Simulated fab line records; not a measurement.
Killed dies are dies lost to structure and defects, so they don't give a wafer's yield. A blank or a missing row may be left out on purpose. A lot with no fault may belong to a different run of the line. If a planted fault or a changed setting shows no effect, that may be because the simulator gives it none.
fab line records	flow rit-cmos
[record] lots = 13	wafers = 39	last-day = 7
route steps=202 shown PSD@152 CONTACT@176 M1@184
lots untouched by any fault: they come from a run of this same line in which no faults occurred
start-h: hours from the record's opening day to when the first of the lot's shown wafers began	wait-h: hours elapsed since this lot's preceding step	" unchanged from the row above	L1.1+2: a row that stands for several wafers	- value missing, or start not given	* or withheld: withheld	< > ~ a bound
route shown NAME@n: NAME is a module with steps in the file, n the number in the route of the first one	usual: mean and standard deviation over wafers with no fault	same: alike in all rows	chamber/n: place in a boat	sites: the reading at each site	_std_site: how widely they spread, as a standard deviation	_edge_site: mean of outer sites minus mean of inner sites	radius-mm: for every site, how far away it sits from the centre of the wafer	mask NAME#n: copy n	behind: the tool/chamber that last shaped the wafer	hold: the reason the lot was held/the length of the hold in hours/how it ended	device: transistor that didn't switch, given as n, p or np	end of line: tests of these same wafers at the route's end	for a step that has no rows: nothing shown but its recipe	killed: dies that structure and defects cost at the first sort, which is not the same as the wafer's yield	map: the dies of a wafer, with x for killed, . for not killed, _ for no die there
set.NAME: the run value of the setting; set.NAME@STEP: its run value at that earlier step	model.NAME: the simulator's own value behind a step, which no gauge read
the route's steps for a sample of lots (tables are steps, rows are wafers)
services: from which hour (start-h, from the record's first day; less than 0 if before it) a tool's chamber was out of use, for how many hours, and why
[[steps]]
[step RIT_PSD_TW_MEAS_10]
[usual] PSD_TW = 3362/32
lot.wafer	tool	chamber	start-h	wait-h	PSD_TW
L254.1	film-metro-03	-	52.55	0.1	3342
L254.4	"	-	"	"	3340
L254.6	"	-	"	"	3324
L256.1	film-metro-03	-	66.04	0.1	3349
L256.3	"	-	"	"	3343
L256.4	"	-	"	"	3337
L257.1	film-metro-03	-	68.96	0.1	3350
L257.4	"	-	"	"	3366
L257.6	"	-	"	"	3357
L258.3	film-metro-02	-	73.80	0.1	3340
L258.4	"	-	"	"	3351
L258.6	"	-	"	"	3347
L260.1	film-metro-04	-	82.61	0.1	3402
L260.2	"	-	"	"	3408
L260.6	"	-	"	"	3415
L261.3	film-metro-02	-	87.38	0.1	3359
L261.4	"	-	"	"	3351
L261.5	"	-	"	"	3352
L262.2	film-metro-03	-	95.80	0.1	3316
L262.3	"	-	"	"	3334
L262.4	"	-	"	"	3309
L263.1	film-metro-04	-	104.32	0.1	3408
L263.2	"	-	"	"	3429
L263.3	"	-	"	"	3409
L265.1	film-metro-02	-	109.55	0.1	3370
L265.4	"	-	"	"	3376
L265.5	"	-	"	"	3381
L266.1	film-metro-04	-	115.85	0.1	3428
L266.2	"	-	"	"	3424
L266.3	"	-	"	"	3426
L267.1	film-metro-03	-	120.48	0.1	3348
L267.3	"	-	"	"	3333
L267.5	"	-	"	"	3351
L269.1	film-metro-02	-	125.67	0.1	3385
L269.2	"	-	"	"	3366
L269.4	"	-	"	"	3380
L275.1	film-metro-02	-	156.15	0.1	3345
L275.5	"	-	"	"	3354
L275.6	"	-	"	"	3342
[step RIT_CONTACT_CD_MEAS_08]
[recipe] target-cd-nm = 1000
[usual] cd-nm = 1000.4/2.6
lot.wafer	tool	chamber	start-h	wait-h	cd-nm
L254.1	cd-sem-02	-	55.39	-	997.4
L254.4	"	-	"	"	998.5
L254.6	"	-	"	"	999.3
L256.1	cd-sem-01	-	68.61	-	1002.5
L256.3	"	-	"	"	1001.2
L256.4	"	-	"	"	1000.8
L257.1	cd-sem-01	-	71.68	-	997.7
L257.4	"	-	"	"	993.7
L257.6	"	-	"	"	995.5
L258.3	cd-sem-01	-	76.39	-	1001.5
L258.4	"	-	"	"	1000.6
L258.6	"	-	"	"	1000.5
L260.1	cd-sem-02	-	85.19	-	1000.0
L260.2	"	-	"	"	1000.0
L260.6	"	-	"	"	998.4
L261.3	cd-sem-01	-	90.12	-	1001.0
L261.4	"	-	"	"	1000.9
L261.5	"	-	"	"	999.9
L262.2	cd-sem-01	-	98.50	-	999.5
L262.3	"	-	"	"	999.2
L262.4	"	-	"	"	1000.9
L263.1	cd-sem-01	-	107.10	-	999.2
L263.2	"	-	"	"	998.4
L263.3	"	-	"	"	999.3
L265.1	cd-sem-02	-	112.19	-	997.4
L265.4	"	-	"	"	999.3
L265.5	"	-	"	"	1001.1
L266.1	cd-sem-01	-	118.88	-	997.6
L266.2	"	-	"	"	998.9
L266.3	"	-	"	"	1001.4
L267.1	cd-sem-01	-	123.39	-	1002.9
L267.3	"	-	"	"	1005.2
L267.5	"	-	"	"	1004.4
L269.1	cd-sem-01	-	128.40	-	1003.8
L269.2	"	-	"	"	1003.1
L269.4	"	-	"	"	1001.3
L275.1	cd-sem-01	-	158.89	-	1004.1
L275.5	"	-	"	"	1005.5
L275.6	"	-	"	"	1004.2
[step RIT_CONTACT_CD_MEAS_90]
[recipe] target-cd-nm = 1000
[usual] cd-nm = 1000.3/2.5
lot.wafer	tool	chamber	start-h	wait-h	cd-nm
L254.1	cd-sem-02	-	56.06	0.1	997.8
L254.4	"	-	"	"	999.1
L254.6	"	-	"	"	999.4
L256.1	cd-sem-02	-	69.28	0.1	1003.1
L256.3	"	-	"	"	1000.3
L256.4	"	-	"	"	1000.4
L257.1	cd-sem-01	-	72.36	0.1	997.2
L257.4	"	-	"	"	994.1
L257.6	"	-	"	"	994.9
L258.3	cd-sem-02	-	77.07	0.1	1001.8
L258.4	"	-	"	"	1000.5
L258.6	"	-	"	"	1000.2
L260.1	cd-sem-02	-	85.87	0.1	1000.5
L260.2	"	-	"	"	999.7
L260.6	"	-	"	"	999.5
L261.3	cd-sem-02	-	90.80	0.1	1001.2
L261.4	"	-	"	"	1000.6
L261.5	"	-	"	"	999.9
L262.2	cd-sem-01	-	99.17	0.1	999.4
L262.3	"	-	"	"	998.9
L262.4	"	-	"	"	1000.9
L263.1	cd-sem-01	-	107.95	0.1	999.4
L263.2	"	-	"	"	997.7
L263.3	"	-	"	"	999.9
L265.1	cd-sem-01	-	112.95	0.1	997.8
L265.4	"	-	"	"	999.5
L265.5	"	-	"	"	1001.2
L266.1	cd-sem-02	-	119.55	0.1	997.4
L266.2	"	-	"	"	998.5
L266.3	"	-	"	"	1000.7
L267.1	cd-sem-02	-	124.07	0.1	1002.8
L267.3	"	-	"	"	1004.9
L267.5	"	-	"	"	1004.8
L269.1	cd-sem-01	-	129.08	0.1	1003.6
L269.2	"	-	"	"	1002.9
L269.4	"	-	"	"	1001.7
L275.1	cd-sem-01	-	159.56	0.1	1003.5
L275.5	"	-	"	"	1005.3
L275.6	"	-	"	"	1004.6
[step RIT_M1_SPUTTER_00]
[recipe] material = Al	target-thk-nm = 400	power-w = 2000	chamber-pressure-pa = 0.4	gas = Ar	time-s = 500	substrate-temp-c = 25
[usual] cathode-dc-power-W = 2000.0/0.35	throttle-valve-pct = 30.2/1
lot.wafer	tool	chamber	start-h	wait-h	cathode-dc-power-W	throttle-valve-pct
L254.1	pvd-sputter-01	-	56.55	0.0	2000.6	32.1
L254.4	"	-	"	"	2000.0	31.4
L254.6	"	-	"	"	1999.5	31.9
L256.1	pvd-sputter-01	-	69.77	0.0	2000.6	29.8
L256.3	"	-	"	"	2000.6	31.9
L256.4	"	-	"	"	1999.6	30.0
L257.1	pvd-sputter-02	-	72.84	0.0	2000.2	28.9
L257.4	"	-	"	"	2000.3	29.8
L257.6	"	-	"	"	2000.1	30.4
L258.3	pvd-sputter-01	-	77.50	0.0	2000.7	32.1
L258.4	"	-	"	"	2000.2	31.7
L258.6	"	-	"	"	1999.6	29.8
L260.1	pvd-sputter-01	-	86.35	0.0	2000.8	31.9
L260.2	"	-	"	"	2000.3	31.7
L260.6	"	-	"	"	1999.5	29.8
L261.3	pvd-sputter-02	-	91.24	0.0	2000.2	30.2
L261.4	"	-	"	"	2000.7	30.0
L261.5	"	-	"	"	1999.7	29.0
L262.2	pvd-sputter-01	-	99.62	0.0	2000.1	31.9
L262.3	"	-	"	"	1999.8	31.6
L262.4	"	-	"	"	2000.2	29.9
L263.1	pvd-sputter-02	-	108.48	0.0	1999.8	30.0
L263.2	"	-	"	"	1999.5	29.4
L263.3	"	-	"	"	1999.8	30.1
L265.1	pvd-sputter-02	-	113.49	0.0	2000.5	30.3
L265.4	"	-	"	"	2000.0	31.2
L265.5	"	-	"	"	2000.3	30.0
L266.1	pvd-sputter-01	-	120.20	0.0	1999.4	29.7
L266.2	"	-	"	"	1999.7	31.9
L266.3	"	-	"	"	1999.6	29.6
L267.1	pvd-sputter-02	-	124.57	0.0	2000.1	31.4
L267.3	"	-	"	"	1999.8	29.0
L267.5	"	-	"	"	2000.1	29.3
L269.1	pvd-sputter-02	-	129.55	0.0	2000.3	30.4
L269.2	"	-	"	"	1999.9	31.5
L269.4	"	-	"	"	2000.2	29.1
L275.1	pvd-sputter-02	-	160.05	0.0	1999.9	30.0
L275.5	"	-	"	"	1999.8	29.1
L275.6	"	-	"	"	2000.2	30.0
[step RIT_M1_RS_MEAS_01]
[recipe] thk-meas-gauge = four-point-probe	reads = Al_of_M1_SPUTTER_00
[usual] M1_AL_RS = 0.0734/0.00095
lot.wafer	tool	chamber	start-h	wait-h	M1_AL_RS[ohm/sq]
L254.1	film-metro-03	-	56.84	0.1	0.0750
L254.4	"	-	"	"	0.0727
L254.6	"	-	"	"	0.0735
L256.1	film-metro-04	-	70.06	0.1	0.0724
L256.3	"	-	"	"	0.0730
L256.4	"	-	"	"	0.0714
L257.1	film-metro-02	-	73.14	0.1	0.0746
L257.4	"	-	"	"	0.0740
L257.6	"	-	"	"	0.0731
L258.3	film-metro-02	-	77.83	0.2	0.0734
L258.4	"	-	"	"	0.0721
L258.6	"	-	"	"	0.0715
L260.1	film-metro-04	-	86.65	0.1	0.0732
L260.2	"	-	"	"	0.0719
L260.6	"	-	"	"	0.0721
L261.3	film-metro-03	-	91.58	0.2	0.0732
L261.4	"	-	"	"	0.0744
L261.5	"	-	"	"	0.0746
L262.2	film-metro-04	-	99.94	0.2	0.0739
L262.3	"	-	"	"	0.0727
L262.4	"	-	"	"	0.0723
L263.1	film-metro-02	-	108.77	0.1	0.0732
L263.2	"	-	"	"	0.0740
L263.3	"	-	"	"	0.0736
L265.1	film-metro-04	-	113.78	0.1	0.0739
L265.4	"	-	"	"	0.0742
L265.5	"	-	"	"	0.0739
L266.1	film-metro-04	-	120.49	0.1	0.0725
L266.2	"	-	"	"	0.0730
L266.3	"	-	"	"	0.0720
L267.1	film-metro-03	-	124.87	0.1	0.0742
L267.3	"	-	"	"	0.0741
L267.5	"	-	"	"	0.0742
L269.1	film-metro-03	-	129.84	0.1	0.0726
L269.2	"	-	"	"	0.0729
L269.4	"	-	"	"	0.0739
L275.1	film-metro-04	-	160.34	0.1	0.1610
L275.5	"	-	"	"	0.0742
L275.6	"	-	"	"	0.0740
[step RIT_M1_THK_MEAS_02]
[recipe] thk-meas-gauge = xrf	reads = Al_of_M1_SPUTTER_00
[usual] M1_AL_THK = 400/5.5
lot.wafer	tool	chamber	start-h	wait-h	M1_AL_THK[nm]
L254.1	film-metro-03	-	56.96	0.1	394
L254.4	"	-	"	"	406
L254.6	"	-	"	"	401
L256.1	film-metro-04	-	70.18	0.1	407
L256.3	"	-	"	"	405
L256.4	"	-	"	"	415
L257.1	film-metro-02	-	73.26	0.1	391
L257.4	"	-	"	"	393
L257.6	"	-	"	"	402
L258.3	film-metro-02	-	77.93	0.1	402
L258.4	"	-	"	"	406
L258.6	"	-	"	"	409
L260.1	film-metro-04	-	86.77	0.1	403
L260.2	"	-	"	"	408
L260.6	"	-	"	"	409
L261.3	film-metro-03	-	91.68	0.1	406
L261.4	"	-	"	"	398
L261.5	"	-	"	"	397
L262.2	film-metro-04	-	100.05	0.1	397
L262.3	"	-	"	"	402
L262.4	"	-	"	"	405
L263.1	film-metro-02	-	108.89	0.1	400
L263.2	"	-	"	"	395
L263.3	"	-	"	"	399
L265.1	film-metro-04	-	113.90	0.1	394
L265.4	"	-	"	"	393
L265.5	"	-	"	"	393
L266.1	film-metro-04	-	120.61	0.1	405
L266.2	"	-	"	"	401
L266.3	"	-	"	"	409
L267.1	film-metro-03	-	124.99	0.1	399
L267.3	"	-	"	"	399
L267.5	"	-	"	"	399
L269.1	film-metro-03	-	129.96	0.1	407
L269.2	"	-	"	"	402
L269.4	"	-	"	"	401
L275.1	film-metro-04	-	160.46	0.1	189
L275.5	"	-	"	"	398
L275.6	"	-	"	"	395
[step RIT_M1_METAL_ETCH_12]
[recipe] stop-on = SiO2	chemistry = Cl2/BCl3	target = Al	time-s = 165	over-etch-frac = 0.5	pressure-mtorr = 100	target-depth-a = 6000	rf-w = 250	Cl2_flow_sccm = 60	bcl3-flow-sccm = 50
[usual] chamber-pressure-mTorr = 99.99/0.095	drypump-motor-current-A = 5.7/0.38	oes-product-au = 0.777/0.014	throttle-valve-pct = 8.28/0.07
[same] time-s = 165
lot.wafer	tool	chamber	start-h	wait-h	chamber-pressure-mTorr	drypump-motor-current-A	oes-product-au	rf-hours-counter-h	throttle-valve-pct
L254.1	rie-metal-02	1	58.50	0.2	99.92	5.5	0.765	35	8.12
L254.4	"	0	"	"	99.98	6.1	0.787	-	8.30
L254.6	"	0	"	"	99.90	6.1	0.782	-	8.31
L256.1	rie-metal-03	1	71.53	0.2	99.86	5.5	0.780	4	8.38
L256.3	"	1	"	"	100.10	5.5	0.788	-	8.36
L256.4	"	0	"	"	99.91	6.2	0.777	-	8.30
L257.1	rie-metal-02	1	74.74	0.2	100.03	5.5	0.764	35	8.16
L257.4	"	1	"	"	100.05	5.5	0.775	-	8.14
L257.6	"	1	"	"	100.17	5.5	0.770	-	8.14
L258.3	rie-metal-01	0	79.67	0.2	100.08	5.4	0.760	-	8.27
L258.4	"	1	"	"	100.02	5.3	0.798	-	8.33
L258.6	"	1	"	"	99.88	5.3	0.815	-	8.31
L260.1	rie-metal-02	0	88.26	0.2	100.11	6.1	0.785	37	8.29
L260.2	"	1	"	"	99.93	5.5	0.777	36	8.11
L260.6	"	0	"	"	99.92	6.1	0.788	-	8.31
L261.3	rie-metal-01	0	93.18	0.2	99.92	5.3	0.766	-	8.26
L261.4	"	1	"	"	100.06	5.3	0.792	-	8.33
L261.5	"	1	"	"	99.93	5.3	0.796	-	8.33
L262.2	rie-metal-03	0	101.38	0.2	100.07	6.2	0.769	4	8.29
L262.3	"	0	"	"	99.93	6.3	0.773	-	8.29
L262.4	"	1	"	"	100.02	5.5	0.788	-	8.36
L263.1	rie-metal-02	0	110.24	0.2	100.02	6.1	0.780	37	8.31
L263.2	"	1	"	"	100.10	5.5	0.768	36	8.13
L263.3	"	1	"	"	100.10	5.5	0.769	-	8.15
L265.1	rie-metal-03	0	115.26	0.2	100.01	6.2	0.760	4	8.29
L265.4	"	0	"	"	99.98	6.2	0.757	-	8.30
L265.5	"	1	"	"	100.14	5.5	0.786	-	8.39
L266.1	rie-metal-02	1	121.96	0.2	100.16	5.5	0.777	36	8.13
L266.2	"	0	"	"	100.03	6.1	0.788	37	8.31
L266.3	"	0	"	"	99.94	6.1	0.789	-	8.28
L267.1	rie-metal-01	1	126.46	0.2	100.01	5.3	0.797	1	8.33
L267.3	"	0	"	"	99.99	5.3	0.771	-	8.27
L267.5	"	0	"	"	100.07	5.4	0.764	-	8.27
L269.1	rie-metal-02	1	131.43	0.2	99.97	5.5	0.772	36	8.13
L269.2	"	0	"	"	99.85	6.1	0.775	37	8.30
L269.4	"	0	"	"	100.08	6.1	0.774	-	8.30
L275.1	rie-metal-01	1	162.10	0.2	99.92	5.3	0.550	2	8.36
L275.5	"	1	"	"	100.01	5.3	0.797	-	8.32
L275.6	"	0	"	"	99.96	5.3	0.763	-	8.27
[step RIT_M1_PROBE_99]
[usual] defect-limited-yield = 97.3/1.1	killed-at-contacts = 0.1/0.34	killed-at-front-end = 7.0/2.9	killed-dies = 7.2/2.9	killed-open = 3.6/1.9	killed-short = 3.5/2.1	sort_bin_3_pad_short = 0.1/0.23	sort_bin_5_function = 1.6/0.73	sort_bin_6_memory = 1.0/0.67	sort-n-pass = 256.8/2.9	sort-yield-pct = 97.3/1.1
[same] gross-dies = 264	killed_at_M0_to_M3 = 0	killed_at_M4_up = 0	killed-at-back-side = 0	killed-at-other = 0
lot.wafer	tool	chamber	start-h	wait-h	defect-limited-yield[%]	killed-at-contacts	killed-at-front-end	killed-dies	killed-open	killed-short	sort_bin_3_pad_short[%]	sort_bin_5_function[%]	sort_bin_6_memory[%]	sort-n-pass	sort-yield-pct[%]
L256.1	prober-02	-	73.78	0.1	96.6	0	9	9	6	3	0	2.3	1.1	255.0	96.6
L256.3	prober-02	-	73.88	0.2	97.3	0	7	7	5	2	0	1.5	1.1	257.0	97.3
L256.4	prober-02	-	73.93	0.2	98.1	0	5	5	3	2	0	1.1	0.8	259.0	98.1
L261.3	prober-02	-	95.48	0.2	96.6	0	9	9	4	5	0	1.9	1.5	255.0	96.6
L261.4	prober-02	-	95.53	0.2	98.9	0	3	3	3	0	0	0.4	0.8	261.0	98.9
L261.5	prober-02	-	95.58	0.2	97.7	0	6	6	4	2	0.4	1.1	0.8	258.0	97.7
L266.1	prober-01	-	124.21	0.1	97.3	0	7	7	5	2	0.4	1.5	0.8	257.0	97.3
L266.2	prober-01	-	124.26	0.1	98.5	0	4	4	2	2	0	1.5	0	260.0	98.5
L266.3	prober-01	-	124.31	0.2	96.6	0	9	9	5	4	0	2.7	0.8	255.0	96.6
L275.1	prober-02	-	164.37	0.1	99.6	0	1	1	0	1	0	0	0.4	263.0	99.6
L275.5	prober-02	-	164.57	0.2	97.7	0	6	6	2	4	0	1.9	0.4	258.0	97.7
L275.6	prober-02	-	164.62	0.2	98.5	1	3	4	2	2	0	1.1	0.4	260.0	98.5
// killed by level:class
L256.1 GATE:geometric-particle:open=3 SILICIDE:geometric-particle:open=2 FOX1:geometric-particle:short=1 FOX2:geometric-particle:open=1 GATE:geometric-particle:short=1 SPACER:geometric-particle:short=1
L256.3 GATE:geometric-particle:open=4 GATE:geometric-particle:short=1 SPACER:geometric-particle:open=1 SILICIDE:geometric-particle:short=1
L256.4 FOX1:geometric-particle:open=2 GATE:geometric-particle:short=2 REOX:geometric-particle:open=1
L261.3 GATE:geometric-particle:open=2 GATE:geometric-particle:short=2 FOX2:geometric-particle:short=1 FOX2:geometric-particle:open=1 SPACER:geometric-particle:open=1 SPACER:geometric-particle:short=1 SILICIDE:geometric-particle:short=1
L261.4 GATE:geometric-particle:open=2 SPACER:geometric-particle:open=1
L261.5 GATE:geometric-particle:open=2 REOX:geometric-particle:open=2 GATE:geometric-particle:short=1 SPACER:geometric-particle:short=1
L266.1 FOX1:geometric-particle:open=3 FOX1:geometric-particle:short=1 REOX:geometric-particle:open=1 REOX:geometric-particle:short=1 SPACER:geometric-particle:open=1
L266.2 GATE:geometric-particle:short=2 SPACER:geometric-particle:open=2
L266.3 GATE:geometric-particle:open=3 GATE:geometric-particle:short=3 FOX1:geometric-particle:short=1 REOX:geometric-particle:open=1 SPACER:geometric-particle:open=1
L275.1 GATE:geometric-particle:short=1
L275.5 GATE:geometric-particle:short=2 SILICIDE:geometric-particle:short=1 GATE:geometric-particle:open=1 REOX:geometric-particle:short=1 SPACER:geometric-particle:open=1
L275.6 FOX1:geometric-particle:open=1 REOX:geometric-particle:short=1 SILICIDE:geometric-particle:open=1 CONTACT:geometric-particle:short=1
[[services]]
tool	chamber	start-h	hours	kind
rie-metal-01	0	40.57	15.2	repair
pvd-sputter-02	-	90.13	0.5	repair
rie-metal-02	-	136.12	20.0	pm
rie-metal-02	0	136.12	20.0	vent-cycle
rie-metal-02	1	136.12	20.0	vent-cycle
rie-metal-03	1	143.05	13.2	repair
rie-metal-03	-	155.58	10.0	pm
rie-metal-02	0	156.12	-	clean
rie-metal-02	1	156.12	-	clean
[[key]]
[first-sign] step = RIT_M1_RS_MEAS_01	reading = M1_AL_RS	direction = up	sigmas = 92	usual = 0.0734	struck = 0.1610
[effect] step = RIT_M1_THK_MEAS_02	reading = M1_AL_THK	direction = down	sigmas = 38	usual = 400	struck = 189
[effect] step = RIT_M1_METAL_ETCH_12	reading = oes-product-au	direction = down	sigmas = 17	usual = 0.777	struck = 0.550
met-at RIT_M1_SPUTTER_00
struck-lots L275
struck-wafers L275.1
not-acting-at RIT_PSD_TW_MEAS_10,RIT_CONTACT_CD_MEAS_08,RIT_CONTACT_CD_MEAS_90
onset-between 129.55 160.05
[fault] kind = process-parameter-drift	tool = pvd-sputter-02	chamber = -	onset-h = 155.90	steps = RIT_M1_SPUTTER_00	channel = target-thk-nm	offset = -209.66	shape = step	end-h = 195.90	stated = 400	scope = struck-wafers-only
